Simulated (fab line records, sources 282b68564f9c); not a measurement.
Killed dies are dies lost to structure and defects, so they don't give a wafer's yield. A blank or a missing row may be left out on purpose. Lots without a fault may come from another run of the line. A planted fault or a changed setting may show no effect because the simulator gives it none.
A struck lot beside a sound one | flow rit_cmos | 23 steps out of a route of 202
Sound: wafers L360.2, L360.4, L360.6. Struck: wafers L370.1, L370.2, L370.3. The cause comes at the end.
At each step with rows: each side's tool, then ch and its chambers, then its first start. Under that, the readings that differ: sound wafers | struck wafers | difference of the means | sigmas: that difference in standard deviations of wafers without a fault.
alike: readings whose means differ by less than 2 such deviations, and words and numbers that are the same on both sides. not compared: withheld readings, readings that some wafer has no value for, bounds like >300 that may hide the same value, and numbers for which the record gives no deviation and whose values overlap.
The two part at a step that has a row with sigmas, a row that says differs or no value, or rows on one side only. Numbers that don't overlap but have no deviation are shown without sigmas and don't part them. A reading that every wafer of one side lacks parts them only if that side has two wafers or more.

RIT_CONTACT_CD_MEAS_08: target cd 1000 nm.
  sound on cd_sem-01, day 3 03:29; struck on cd_sem-02, day 5 11:47
  alike: cd_nm
RIT_CONTACT_OVL_MEAS_09:
  sound on overlay-01, day 3 03:36; struck on overlay-01, day 5 11:54
  alike: CONTACT_OVL
then, 1 step without rows for these wafers: RIT_CONTACT_HARDBAKE_10 (time 60 s).
RIT_CONTACT_ETCH_11: etches SiO2 in CHF3/CF4/Ar, stops on TiSi2, target depth 480 nm, time 320 s.
  sound on rie_diel-03 ch 0,2, day 3 03:47; struck on rie_diel-01 ch 0,2,3, day 5 12:05
  alike: drypump_motor_current_A, oes_product_au, throttle_valve_pct
  not compared: rf_hours_counter_h
RIT_CONTACT_STRIP_12: strips in O2, time 180 s.
  sound on plasma_asher-01 ch 0,1, day 3 03:58; struck on plasma_asher-02 ch 0,1, day 5 12:17
  alike: drypump_motor_current_A
  not compared: rf_hours_counter_h
RIT_CONTACT_CD_MEAS_90: target cd 1000 nm.
  sound on cd_sem-02, day 3 04:10; struck on cd_sem-02, day 5 12:27
  alike: cd_nm
then, 2 steps without rows for these wafers: RIT_CONTACT_CLEAN_13 (cleans in SC1, time 600 s); RIT_CONTACT_CLEAN_14 (cleans in SC2, time 600 s).
RIT_M1_SPUTTER_00: material Al, target thk 400 nm, time 500 s.
  sound on pvd_sputter-02, day 3 04:38; struck on pvd_sputter-02, day 5 12:55
  alike: substrate_temp_c, throttle_valve_pct
RIT_M1_RS_MEAS_01: measures by four-point-probe.
  sound on film_metro-04, day 3 04:57; struck on film_metro-01, day 5 13:13
  alike: M1_AL_RS
RIT_M1_THK_MEAS_02: measures by xrf.
  sound on film_metro-04, day 3 05:04; struck on film_metro-01, day 5 13:20
  alike: M1_AL_THK
then, 1 step without rows for these wafers: RIT_M1_HMDS_03 (prime time 60 s).
RIT_M1_COAT_04: resist thk 1300 nm.
  sound on litho_track-02 ch 0, day 3 05:17; struck on litho_track-02 ch 0, day 5 13:33
  reading                                 | sound          | struck         | difference | sigmas
  model.NOVOLAK_of_M1_COAT_04.thk_nm (nm) | 1309 1306 1303 | 1276 1272 1270 | -33        |
then, 4 steps without rows for these wafers: RIT_M1_SOFTBAKE_05 (time 60 s); RIT_M1_EXPOSE_06 (exposes mask M12, target cd 2600 nm); RIT_M1_PEB_07; RIT_M1_DEVELOP_08 (develop time 68 s).
RIT_M1_CD_MEAS_09: target cd 2600 nm.
  sound on cd_sem-02, day 3 06:08; struck on cd_sem-02, day 5 14:17
  alike: cd_nm
RIT_M1_OVL_MEAS_10:
  sound on overlay-02, day 3 06:14; struck on overlay-02, day 5 14:24
  alike: M1_OVL
then, 1 step without rows for these wafers: RIT_M1_HARDBAKE_11 (time 120 s).
RIT_M1_METAL_ETCH_12: etches Al in Cl2/BCl3, stops on SiO2, time 165 s, target depth 600 nm.
  sound on rie_metal-01 ch 0,1, day 3 06:31; struck on rie_metal-04 ch 0,1, day 5 14:41
  reading                                 | sound             | struck            | difference | sigmas
  mfc_cl2_sccm (sccm)                     | 59.58 59.72 59.55 | 60.21 60.28 60.09 | +0.58      | +3
  model.NOVOLAK_of_M1_COAT_04.thk_nm (nm) | 821.9 802.4 800.2 | 790.8 775.7 772.1 | -28.6      |
  alike: drypump_motor_current_A, oes_product_au, throttle_valve_pct
  not compared: rf_hours_counter_h
then, 1 step without rows for these wafers: RIT_M1_STRIP_13 (strips in nmp, time 600 s).
RIT_M1_PROBE_99:
  sound on prober-01, day 3 10:43; struck on prober-02, day 5 17:34
  alike: defect_limited_yield, killed_at_contacts, killed_at_front_end, killed_dies, killed_open, killed_short, sort_bin_3_pad_short, sort_bin_5_function, sort_bin_6_memory, sort_n_pass, sort_yield_pct

WHERE THEY PART
Only at RIT_M1_METAL_ETCH_12, within this record. Later steps at which nothing parts them and some readings are alike: RIT_M1_PROBE_99.

WHY: what the simulator had put in
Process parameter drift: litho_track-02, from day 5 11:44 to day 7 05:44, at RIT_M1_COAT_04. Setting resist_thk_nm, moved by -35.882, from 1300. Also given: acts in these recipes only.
